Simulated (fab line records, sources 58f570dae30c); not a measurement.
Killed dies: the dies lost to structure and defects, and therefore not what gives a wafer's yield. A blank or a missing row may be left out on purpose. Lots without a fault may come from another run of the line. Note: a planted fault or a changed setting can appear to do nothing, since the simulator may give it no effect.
Commonality check across tools + flow berkeley-cmos170 + 42 wafers sampled across 14 lots

## THE REASON FOR OPENING IT
On 2 of the 14 lots, a flag is raised at UCB170_M1_CD_MEAS_90 on the reading cd-nm. Wafers without a fault read 699.9 nm, standard deviation 2.5.
Rule: a lot is flagged when every wafer of it that has a number lies more than 4 standard deviations from that mean, or none has a number. All remaining lots are regarded as sound.

| lot  | measured     | on        | cd-nm (nm), wafer by wafer | flag    |
|------|--------------|-----------|----------------------------|---------|
| L500 | day 8 14:49  | cd-sem-01 | 699.3 700.0 700.1          |         |
| L501 | day 9 05:57  | cd-sem-01 | 698.9 698.0 696.0          |         |
| L503 | day 9 07:25  | cd-sem-01 | 696.6 697.1 698.2          |         |
| L502 | day 9 07:50  | cd-sem-02 | 687.7 686.3 686.3          | FLAGGED |
| L507 | day 9 23:49  | cd-sem-02 | 686.3 686.8 685.8          | FLAGGED |
| L512 | day 11 14:10 | cd-sem-02 | 702.8 701.4 703.3          |         |
| L514 | day 11 16:29 | cd-sem-01 | 700.4 700.2 701.8          |         |
| L515 | day 11 21:07 | cd-sem-01 | 701.7 698.5 699.9          |         |
| L518 | day 13 00:40 | cd-sem-02 | 698.3 698.2 698.6          |         |
| L522 | day 13 00:47 | cd-sem-02 | 701.2 701.4 701.2          |         |
| L519 | day 13 00:58 | cd-sem-02 | 699.8 695.9 698.1          |         |
| L520 | day 13 01:13 | cd-sem-01 | 701.4 701.5 704.8          |         |
| L521 | day 13 01:21 | cd-sem-02 | 700.9 700.7 699.3          |         |
| L523 | day 13 19:17 | cd-sem-01 | 701.7 702.0 701.7          |         |
Average over the flagged lots: 686.5 nm; offset from the usual -13.4 nm, equal to -5 standard deviations.

## TOOL THAT RAN EACH LOT
2 process steps preceding the reading are held in the record, out of 331 steps in the route. In each cell: the tool, then ch and the chambers that the sampled wafers went through, then the start.
| lot  | flag    | UCB170_M1_METAL_ETCH_12           | UCB170_M1_STRIP_13                   |
|------|---------|-----------------------------------|--------------------------------------|
| L500 |         | rie-metal-02 ch 0,1, day 8 14:35  | plasma-asher-02 ch 0,1, day 8 14:43  |
| L501 |         | rie-metal-02 ch 0, day 9 05:35    | plasma-asher-01 ch 1, day 9 05:51    |
| L503 |         | rie-metal-04 ch 0,1, day 9 07:10  | plasma-asher-01 ch 0,1, day 9 07:19  |
| L502 | FLAGGED | rie-metal-02 ch 0, day 9 07:29    | plasma-asher-02 ch 0,1, day 9 07:43  |
| L507 | FLAGGED | rie-metal-02 ch 0, day 9 23:29    | plasma-asher-03 ch 0,1, day 9 23:42  |
| L512 |         | rie-metal-03 ch 0,1, day 11 13:55 | plasma-asher-03 ch 0,1, day 11 14:04 |
| L514 |         | rie-metal-04 ch 0,1, day 11 16:14 | plasma-asher-03 ch 0,1, day 11 16:23 |
| L515 |         | rie-metal-03 ch 0, day 11 20:53   | plasma-asher-02 ch 0,1, day 11 21:01 |
| L518 |         | rie-metal-02 ch 0,1, day 13 00:25 | plasma-asher-03 ch 0,1, day 13 00:32 |
| L522 |         | rie-metal-04 ch 0,1, day 13 00:33 | plasma-asher-01 ch 0,1, day 13 00:41 |
| L519 |         | rie-metal-03 ch 0,1, day 13 00:44 | plasma-asher-02 ch 0,1, day 13 00:52 |
| L520 |         | rie-metal-02 ch 0,1, day 13 00:58 | plasma-asher-03 ch 0,1, day 13 01:07 |
| L521 |         | rie-metal-04 ch 0,1, day 13 01:05 | plasma-asher-01 ch 0,1, day 13 01:14 |
| L523 |         | rie-metal-02 ch 0,1, day 13 19:03 | plasma-asher-01 ch 0,1, day 13 19:11 |
What is done by these steps:
- UCB170_M1_METAL_ETCH_12: etches Al in Cl2/BCl3, stops on PSG, target depth 780 nm, time 130 s.
- UCB170_M1_STRIP_13: strips in O2.
- UCB170_M1_CD_MEAS_90: target cd 700 nm.

## FLAGGED AGAINST TOTAL, ONE TOOL AT A TIME (gauges that did the reading follow at the end)
| step                    | tool            | lots run | flagged | share of the flagged lots | sound lots run after its first flagged lot |
|-------------------------|-----------------|----------|---------|---------------------------|--------------------------------------------|
| UCB170_M1_METAL_ETCH_12 | rie-metal-02    | 7        | 2       | all                       | 3 (L518,L520,L523)                         |
| UCB170_M1_METAL_ETCH_12 | rie-metal-03    | 3        | 0       | none                      | -                                          |
| UCB170_M1_METAL_ETCH_12 | rie-metal-04    | 4        | 0       | none                      | -                                          |
| UCB170_M1_STRIP_13      | plasma-asher-01 | 5        | 0       | none                      | -                                          |
| UCB170_M1_STRIP_13      | plasma-asher-02 | 4        | 1       | some                      | 2 (L515,L519)                              |
| UCB170_M1_STRIP_13      | plasma-asher-03 | 5        | 1       | some                      | 4 (L512,L514,L518,L520)                    |
| UCB170_M1_CD_MEAS_90    | cd-sem-01       | 7        | 0       | none                      | -                                          |
| UCB170_M1_CD_MEAS_90    | cd-sem-02       | 7        | 2       | all                       | 5 (L512,L518,L522,L519,L521)               |

## WHAT IS ALLOWED BY THE TABLE
In 2 table rows, all flagged lots were run: rie-metal-02 (UCB170_M1_METAL_ETCH_12), cd-sem-02 (UCB170_M1_CD_MEAS_90).
- rie-metal-02 at UCB170_M1_METAL_ETCH_12 ran 7 lots, 2 of them flagged. Sound lots ran on it after the first flagged one (L518, L520, L523), which a lasting fault on the whole tool wouldn't allow. Its own readings (oes-product-au) fall more than 4 standard deviations out on all wafers of the flagged lots.
- cd-sem-02 at UCB170_M1_CD_MEAS_90 ran 7 lots, 2 of them flagged. Sound lots ran on it after the first flagged one (L512, L518, L522, L519, L521), which a lasting fault on the whole tool wouldn't allow.
No row of the table ran every flagged lot and no sound lot after the first.

## WHAT THE SIMULATOR HAD INSERTED
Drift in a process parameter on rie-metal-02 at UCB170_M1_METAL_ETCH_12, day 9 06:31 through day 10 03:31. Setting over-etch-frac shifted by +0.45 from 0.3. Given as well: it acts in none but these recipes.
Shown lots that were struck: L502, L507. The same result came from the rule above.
